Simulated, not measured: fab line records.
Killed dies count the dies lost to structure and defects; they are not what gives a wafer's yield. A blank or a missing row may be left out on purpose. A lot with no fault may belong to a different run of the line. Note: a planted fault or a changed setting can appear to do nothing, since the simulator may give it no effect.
What tool caused it? || flow berkeley_cmos170 || 42 wafers from 14 lots sampled at 6 of the route's 331 steps

== WHAT THE GAUGES READ, wafer by wafer ==
UCB170_M1_CD_MEAS_90 targets a cd of 700 nm.
{"lot": "L900", "measured": "day 7 12:53", "on": "cd_sem-01", "cd_nm (nm)": "695.9 696.5 698.3"}
{"lot": "L901", "measured": "day 7 14:08", "on": "cd_sem-01", "cd_nm (nm)": "700.3 698.9 699.6"}
{"lot": "L902", "measured": "day 7 14:32", "on": "cd_sem-02", "cd_nm (nm)": "697.3 699.2 698.1"}
{"lot": "L905", "measured": "day 8 03:35", "on": "cd_sem-01", "cd_nm (nm)": "701.1 697.3 697.6"}
{"lot": "L903", "measured": "day 8 04:00", "on": "cd_sem-02", "cd_nm (nm)": "702.0 701.5 700.4"}
{"lot": "L904", "measured": "day 8 04:52", "on": "cd_sem-02", "cd_nm (nm)": "701.8 701.2 701.8"}
{"lot": "L906", "measured": "day 8 17:51", "on": "cd_sem-02", "cd_nm (nm)": "697.6 699.1 699.9"}
{"lot": "L907", "measured": "day 8 18:08", "on": "cd_sem-01", "cd_nm (nm)": "701.1 698.9 700.0"}
{"lot": "L908", "measured": "day 9 11:40", "on": "cd_sem-02", "cd_nm (nm)": "698.7 700.7 698.6"}
{"lot": "L919", "measured": "day 10 19:21", "on": "cd_sem-02", "cd_nm (nm)": "701.6 703.9 707.4"}
{"lot": "L920", "measured": "day 11 16:04", "on": "cd_sem-02", "cd_nm (nm)": "697.7 701.0 699.1"}
{"lot": "L922", "measured": "day 12 00:04", "on": "cd_sem-02", "cd_nm (nm)": "699.3 699.6 698.0"}
{"lot": "L921", "measured": "day 12 05:59", "on": "cd_sem-02", "cd_nm (nm)": "695.9 697.3 698.9"}
{"lot": "L923", "measured": "day 12 12:51", "on": "cd_sem-01", "cd_nm (nm)": "700.2 699.0 699.8"}

UCB170_V1_THK_MEAS_01.
{"lot": "L900", "measured": "day 7 19:50", "on": "film_metro-03", "V1_TEOS_THK (nm)": "1986 2004 2021"}
{"lot": "L901", "measured": "day 7 19:52", "on": "film_metro-04", "V1_TEOS_THK (nm)": "1983 1967 1997"}
{"lot": "L902", "measured": "day 7 20:00", "on": "film_metro-02", "V1_TEOS_THK (nm)": "1989 2000 2036"}
{"lot": "L905", "measured": "day 8 07:32", "on": "film_metro-03", "V1_TEOS_THK (nm)": "1996 1985 2026"}
{"lot": "L903", "measured": "day 8 07:32", "on": "film_metro-04", "V1_TEOS_THK (nm)": "1974 2004 2034"}
{"lot": "L904", "measured": "day 8 07:36", "on": "film_metro-02", "V1_TEOS_THK (nm)": "1986 2000 1980"}
{"lot": "L906", "measured": "day 8 21:46", "on": "film_metro-04", "V1_TEOS_THK (nm)": "1968 1992 1985"}
{"lot": "L907", "measured": "day 8 21:46", "on": "film_metro-03", "V1_TEOS_THK (nm)": "1961 1989 1994"}
{"lot": "L908", "measured": "day 9 14:45", "on": "film_metro-03", "V1_TEOS_THK (nm)": "1954 2007 2000"}
{"lot": "L919", "measured": "day 11 00:39", "on": "film_metro-02", "V1_TEOS_THK (nm)": "2001 2004 2017"}
{"lot": "L920", "measured": "day 11 21:04", "on": "film_metro-04", "V1_TEOS_THK (nm)": "2006 2014 2032"}
{"lot": "L922", "measured": "day 12 03:58", "on": "film_metro-04", "V1_TEOS_THK (nm)": "1959 1983 1973"}
{"lot": "L921", "measured": "day 12 08:17", "on": "film_metro-02", "V1_TEOS_THK (nm)": "2000 2043 2022"}
{"lot": "L923", "measured": "day 12 19:59", "on": "film_metro-03", "V1_TEOS_THK (nm)": "1960 1999 1994"}

UCB170_M2_CD_MEAS_15 targets a cd of 700 nm.
{"lot": "L900", "measured": "day 8 00:41", "on": "cd_sem-01", "cd_nm (nm)": "698.4 698.3 699.0"}
{"lot": "L901", "measured": "day 8 01:46", "on": "cd_sem-01", "cd_nm (nm)": "700.1 699.6 700.8"}
{"lot": "L902", "measured": "day 8 01:55", "on": "cd_sem-02", "cd_nm (nm)": "700.5 699.9 699.0"}
{"lot": "L905", "measured": "day 8 11:43", "on": "cd_sem-02", "cd_nm (nm)": "701.0 700.4 700.5"}
{"lot": "L903", "measured": "day 8 12:04", "on": "cd_sem-01", "cd_nm (nm)": "700.5 700.5 701.3"}
{"lot": "L904", "measured": "day 8 12:18", "on": "cd_sem-01", "cd_nm (nm)": "700.2 700.6 701.0"}
{"lot": "L906", "measured": "day 9 04:24", "on": "cd_sem-02", "cd_nm (nm)": "698.0 696.3 698.3"}
{"lot": "L907", "measured": "day 9 04:38", "on": "cd_sem-01", "cd_nm (nm)": "700.0 702.6 701.8"}
{"lot": "L908", "measured": "day 9 21:16", "on": "cd_sem-02", "cd_nm (nm)": "701.3 699.6 698.9"}
{"lot": "L919", "measured": "day 11 05:02", "on": "cd_sem-02", "cd_nm (nm)": "699.3 698.6 700.3"}
{"lot": "L920", "measured": "day 12 05:33", "on": "cd_sem-02", "cd_nm (nm)": "698.6 698.1 697.4"}
{"lot": "L922", "measured": "day 12 10:51", "on": "cd_sem-02", "cd_nm (nm)": "702.5 703.5 703.2"}
{"lot": "L921", "measured": "day 12 14:14", "on": "cd_sem-01", "cd_nm (nm)": "700.4 698.9 699.7"}
{"lot": "L923", "measured": "day 13 00:22", "on": "cd_sem-02", "cd_nm (nm)": "699.7 699.7 699.0"}

UCB170_M2_CD_MEAS_90 targets a cd of 700 nm.
{"lot": "L900", "measured": "day 8 01:22", "on": "cd_sem-01", "cd_nm (nm)": "699.0 697.3 698.1"}
{"lot": "L901", "measured": "day 8 02:15", "on": "cd_sem-01", "cd_nm (nm)": "699.7 703.6 703.1"}
{"lot": "L902", "measured": "day 8 02:35", "on": "cd_sem-02", "cd_nm (nm)": "699.1 698.9 696.6"}
{"lot": "L905", "measured": "day 8 12:11", "on": "cd_sem-02", "cd_nm (nm)": "698.8 698.3 698.9"}
{"lot": "L903", "measured": "day 8 12:44", "on": "cd_sem-02", "cd_nm (nm)": "702.5 703.9 703.6"}
{"lot": "L904", "measured": "day 8 12:47", "on": "cd_sem-01", "cd_nm (nm)": "699.7 702.5 703.1"}
{"lot": "L906", "measured": "day 9 04:53", "on": "cd_sem-02", "cd_nm (nm)": "698.4 693.8 697.5"}
{"lot": "L907", "measured": "day 9 05:08", "on": "cd_sem-01", "cd_nm (nm)": "698.9 702.6 703.3"}
{"lot": "L908", "measured": "day 9 22:07", "on": "cd_sem-02", "cd_nm (nm)": "703.9 700.2 699.8"}
{"lot": "L919", "measured": "day 11 05:31", "on": "cd_sem-02", "cd_nm (nm)": "- - -"}
{"lot": "L920", "measured": "day 12 06:09", "on": "cd_sem-02", "cd_nm (nm)": "- - -"}
{"lot": "L922", "measured": "day 12 11:20", "on": "cd_sem-02", "cd_nm (nm)": "701.2 705.4 705.2"}
{"lot": "L921", "measured": "day 12 14:43", "on": "cd_sem-02", "cd_nm (nm)": "700.9 697.9 699.6"}
{"lot": "L923", "measured": "day 13 01:02", "on": "cd_sem-02", "cd_nm (nm)": "699.7 698.1 700.4"}

== EACH LOT AND THE TOOL THAT RAN IT (in order: tool; ch and the chambers of the sampled wafers; start) ==
{"lot": "L900", "UCB170_M2_ETCH_17": "rie_diel-01 ch 0,1, day 8 00:49", "UCB170_M2_METAL_ETCH_18": "rie_metal-01 ch 1, day 8 00:56"}
{"lot": "L901", "UCB170_M2_ETCH_17": "rie_diel-03 ch 2,3, day 8 01:55", "UCB170_M2_METAL_ETCH_18": "rie_metal-03 ch 0,1, day 8 01:58"}
{"lot": "L902", "UCB170_M2_ETCH_17": "rie_diel-01 ch 0,1,2, day 8 02:01", "UCB170_M2_METAL_ETCH_18": "rie_metal-01 ch 1, day 8 02:11"}
{"lot": "L905", "UCB170_M2_ETCH_17": "rie_diel-01 ch 2,3, day 8 11:50", "UCB170_M2_METAL_ETCH_18": "rie_metal-01 ch 0,1, day 8 11:53"}
{"lot": "L903", "UCB170_M2_ETCH_17": "rie_diel-02 ch 0,1,2, day 8 12:11", "UCB170_M2_METAL_ETCH_18": "rie_metal-02 ch 1, day 8 12:18"}
{"lot": "L904", "UCB170_M2_ETCH_17": "rie_diel-03 ch 1,3, day 8 12:27", "UCB170_M2_METAL_ETCH_18": "rie_metal-03 ch 0,1, day 8 12:29"}
{"lot": "L906", "UCB170_M2_ETCH_17": "rie_diel-01 ch 0,1, day 9 04:31", "UCB170_M2_METAL_ETCH_18": "rie_metal-01 ch 0,1, day 9 04:37"}
{"lot": "L907", "UCB170_M2_ETCH_17": "rie_diel-02 ch 1,3, day 9 04:46", "UCB170_M2_METAL_ETCH_18": "rie_metal-03 ch 0,1, day 9 04:52"}
{"lot": "L908", "UCB170_M2_ETCH_17": "rie_diel-02 ch 1,2, day 9 21:25", "UCB170_M2_METAL_ETCH_18": "rie_metal-02 ch 0,1, day 9 21:27"}
{"lot": "L919", "UCB170_M2_ETCH_17": "rie_diel-02 ch 0,1,3, day 11 05:11", "UCB170_M2_METAL_ETCH_18": "rie_metal-02 ch 0,1, day 11 05:14"}
{"lot": "L920", "UCB170_M2_ETCH_17": "rie_diel-01 ch 0,1,2, day 12 05:39", "UCB170_M2_METAL_ETCH_18": "rie_metal-02 ch 0,1, day 12 05:45"}
{"lot": "L922", "UCB170_M2_ETCH_17": "rie_diel-03 ch 0,1, day 12 11:01", "UCB170_M2_METAL_ETCH_18": "rie_metal-01 ch 0,1, day 12 11:03"}
{"lot": "L921", "UCB170_M2_ETCH_17": "rie_diel-02 ch 0,2, day 12 14:22", "UCB170_M2_METAL_ETCH_18": "rie_metal-02 ch 0, day 12 14:25"}
{"lot": "L923", "UCB170_M2_ETCH_17": "rie_diel-03 ch 0,2,3, day 13 00:30", "UCB170_M2_METAL_ETCH_18": "rie_metal-02 ch 0, day 13 00:36"}
- UCB170_M2_ETCH_17: etches BARC in N2/H2.
- UCB170_M2_METAL_ETCH_18: etches Al in Cl2/BCl3, stops on SiO2, target depth 1170 nm, time 195 s.

== AS READ BY THE TOOLS THEMSELVES (means over the sampled wafers that have a number; for cases with no such wafer, the mark the record gives instead) ==
UCB170_M2_ETCH_17.
{"lot": "L900", "tool": "rie_diel-01", "bias_w (W)": 100.2, "chamber_pressure_mTorr (mTorr)": 29.962, "drypump_motor_current_A (A)": 5.0, "oes_product_au (a.u.)": 0.998, "throttle_valve_pct (%)": 13.19}
{"lot": "L901", "tool": "rie_diel-03", "bias_w (W)": 99.8, "chamber_pressure_mTorr (mTorr)": 30.024, "drypump_motor_current_A (A)": 5.5, "oes_product_au (a.u.)": 1.005, "throttle_valve_pct (%)": 13.47}
{"lot": "L902", "tool": "rie_diel-01", "bias_w (W)": 100.0, "chamber_pressure_mTorr (mTorr)": 30.009, "drypump_motor_current_A (A)": 5.3, "oes_product_au (a.u.)": 1.002, "throttle_valve_pct (%)": 13.23}
{"lot": "L905", "tool": "rie_diel-01", "bias_w (W)": 100.0, "chamber_pressure_mTorr (mTorr)": 29.997, "drypump_motor_current_A (A)": 5.7, "oes_product_au (a.u.)": 1.010, "throttle_valve_pct (%)": 13.31}
{"lot": "L903", "tool": "rie_diel-02", "bias_w (W)": 100.1, "chamber_pressure_mTorr (mTorr)": 30.007, "drypump_motor_current_A (A)": 5.5, "oes_product_au (a.u.)": 0.996, "throttle_valve_pct (%)": 13.43}
{"lot": "L904", "tool": "rie_diel-03", "bias_w (W)": 99.9, "chamber_pressure_mTorr (mTorr)": 29.989, "drypump_motor_current_A (A)": 5.3, "oes_product_au (a.u.)": 0.986, "throttle_valve_pct (%)": 13.57}
{"lot": "L906", "tool": "rie_diel-01", "bias_w (W)": 100.1, "chamber_pressure_mTorr (mTorr)": 29.986, "drypump_motor_current_A (A)": 5.1, "oes_product_au (a.u.)": 1.006, "throttle_valve_pct (%)": 13.30}
{"lot": "L907", "tool": "rie_diel-02", "bias_w (W)": 99.8, "chamber_pressure_mTorr (mTorr)": 29.983, "drypump_motor_current_A (A)": 5.7, "oes_product_au (a.u.)": 0.975, "throttle_valve_pct (%)": 13.42}
{"lot": "L908", "tool": "rie_diel-02", "bias_w (W)": 100.2, "chamber_pressure_mTorr (mTorr)": 29.966, "drypump_motor_current_A (A)": 5.7, "oes_product_au (a.u.)": 0.994, "throttle_valve_pct (%)": 13.54}
{"lot": "L919", "tool": "rie_diel-02", "bias_w (W)": "-", "chamber_pressure_mTorr (mTorr)": "-", "drypump_motor_current_A (A)": "-", "oes_product_au (a.u.)": "-", "throttle_valve_pct (%)": "-"}
{"lot": "L920", "tool": "rie_diel-01", "bias_w (W)": "-", "chamber_pressure_mTorr (mTorr)": "-", "drypump_motor_current_A (A)": "-", "oes_product_au (a.u.)": "-", "throttle_valve_pct (%)": "-"}
{"lot": "L922", "tool": "rie_diel-03", "bias_w (W)": 100.0, "chamber_pressure_mTorr (mTorr)": 30.005, "drypump_motor_current_A (A)": 5.5, "oes_product_au (a.u.)": 0.999, "throttle_valve_pct (%)": 13.42}
{"lot": "L921", "tool": "rie_diel-02", "bias_w (W)": 100.0, "chamber_pressure_mTorr (mTorr)": 30.019, "drypump_motor_current_A (A)": 5.3, "oes_product_au (a.u.)": 0.990, "throttle_valve_pct (%)": 13.32}
{"lot": "L923", "tool": "rie_diel-03", "bias_w (W)": 100.2, "chamber_pressure_mTorr (mTorr)": 29.995, "drypump_motor_current_A (A)": 5.7, "oes_product_au (a.u.)": 0.996, "throttle_valve_pct (%)": 13.34}

UCB170_M2_METAL_ETCH_18.
{"lot": "L900", "tool": "rie_metal-01", "bcl3_flow_sccm (sccm)": 44.86, "bias_w (W)": 119.9, "drypump_motor_current_A (A)": 5.99, "oes_product_au (a.u.)": 0.854, "throttle_valve_pct (%)": 24.44}
{"lot": "L901", "tool": "rie_metal-03", "bcl3_flow_sccm (sccm)": 45.00, "bias_w (W)": 119.8, "drypump_motor_current_A (A)": 5.75, "oes_product_au (a.u.)": 0.841, "throttle_valve_pct (%)": 24.32}
{"lot": "L902", "tool": "rie_metal-01", "bcl3_flow_sccm (sccm)": 45.12, "bias_w (W)": 120.3, "drypump_motor_current_A (A)": 5.98, "oes_product_au (a.u.)": 0.848, "throttle_valve_pct (%)": 24.44}
{"lot": "L905", "tool": "rie_metal-01", "bcl3_flow_sccm (sccm)": 44.99, "bias_w (W)": 120.1, "drypump_motor_current_A (A)": 6.22, "oes_product_au (a.u.)": 0.860, "throttle_valve_pct (%)": 24.10}
{"lot": "L903", "tool": "rie_metal-02", "bcl3_flow_sccm (sccm)": 45.09, "bias_w (W)": 119.4, "drypump_motor_current_A (A)": 6.20, "oes_product_au (a.u.)": 0.860, "throttle_valve_pct (%)": 24.29}
{"lot": "L904", "tool": "rie_metal-03", "bcl3_flow_sccm (sccm)": 45.09, "bias_w (W)": 120.3, "drypump_motor_current_A (A)": 5.78, "oes_product_au (a.u.)": 0.841, "throttle_valve_pct (%)": 24.33}
{"lot": "L906", "tool": "rie_metal-01", "bcl3_flow_sccm (sccm)": 45.04, "bias_w (W)": 120.1, "drypump_motor_current_A (A)": 6.09, "oes_product_au (a.u.)": 0.859, "throttle_valve_pct (%)": 24.27}
{"lot": "L907", "tool": "rie_metal-03", "bcl3_flow_sccm (sccm)": 45.16, "bias_w (W)": 119.8, "drypump_motor_current_A (A)": 5.86, "oes_product_au (a.u.)": 0.833, "throttle_valve_pct (%)": 24.31}
{"lot": "L908", "tool": "rie_metal-02", "bcl3_flow_sccm (sccm)": 44.89, "bias_w (W)": 120.0, "drypump_motor_current_A (A)": 5.84, "oes_product_au (a.u.)": 0.854, "throttle_valve_pct (%)": 24.46}
{"lot": "L919", "tool": "rie_metal-02", "bcl3_flow_sccm (sccm)": 45.16, "bias_w (W)": 120.3, "drypump_motor_current_A (A)": 5.83, "oes_product_au (a.u.)": 0.374, "throttle_valve_pct (%)": 24.70}
{"lot": "L920", "tool": "rie_metal-02", "bcl3_flow_sccm (sccm)": 45.00, "bias_w (W)": 120.0, "drypump_motor_current_A (A)": 6.02, "oes_product_au (a.u.)": 0.372, "throttle_valve_pct (%)": 24.60}
{"lot": "L922", "tool": "rie_metal-01", "bcl3_flow_sccm (sccm)": 44.91, "bias_w (W)": 119.9, "drypump_motor_current_A (A)": 6.21, "oes_product_au (a.u.)": 0.865, "throttle_valve_pct (%)": 24.11}
{"lot": "L921", "tool": "rie_metal-02", "bcl3_flow_sccm (sccm)": 45.07, "bias_w (W)": 120.2, "drypump_motor_current_A (A)": 5.65, "oes_product_au (a.u.)": 0.868, "throttle_valve_pct (%)": 24.53}
{"lot": "L923", "tool": "rie_metal-02", "bcl3_flow_sccm (sccm)": 45.01, "bias_w (W)": 120.5, "drypump_motor_current_A (A)": 5.67, "oes_product_au (a.u.)": 0.876, "throttle_valve_pct (%)": 24.53}

== THE ANSWER, worked out from the rows above alone ==
Rule: the lots themselves supply what counts as usual. The widest of any qualifying gaps counts: lots, ordered by their means at a reading, are off when they make up no more than a third of the lots, leave a main group of 4 or more, and stand apart from it by 3 or more times the standard deviation of that group's means. A main group is skipped when, at the precision printed for the reading in the tables above, its means are all equal. Also off: a lot with no number at a reading for which 4 or more lots have one. Any other lot the step has rows for is counted as sound. First the gauges in route order, then the tools' own readings, where a lot's mean is used as printed above. At the first step where some lot is off, the reading lying furthest off is the one used; lots without a number count as furthest.
Off: L919, L920 (UCB170_M2_CD_MEAS_90, cd_nm). Without a number there: L919, L920. Mean 700.4 nm and standard deviation 2.2 in the main group.
If a tool, at a process step before that reading, ran all the lots that are off and no sound lot after the first of them, it fits. The gauges at UCB170_M2_CD_MEAS_90 aren't tried: what is off there is off at UCB170_M2_ETCH_17 too, on other tools, and a gauge's error can't cause that. Of those tried, none fits.

== WHAT THE SIMULATOR HAD PUT IN ==
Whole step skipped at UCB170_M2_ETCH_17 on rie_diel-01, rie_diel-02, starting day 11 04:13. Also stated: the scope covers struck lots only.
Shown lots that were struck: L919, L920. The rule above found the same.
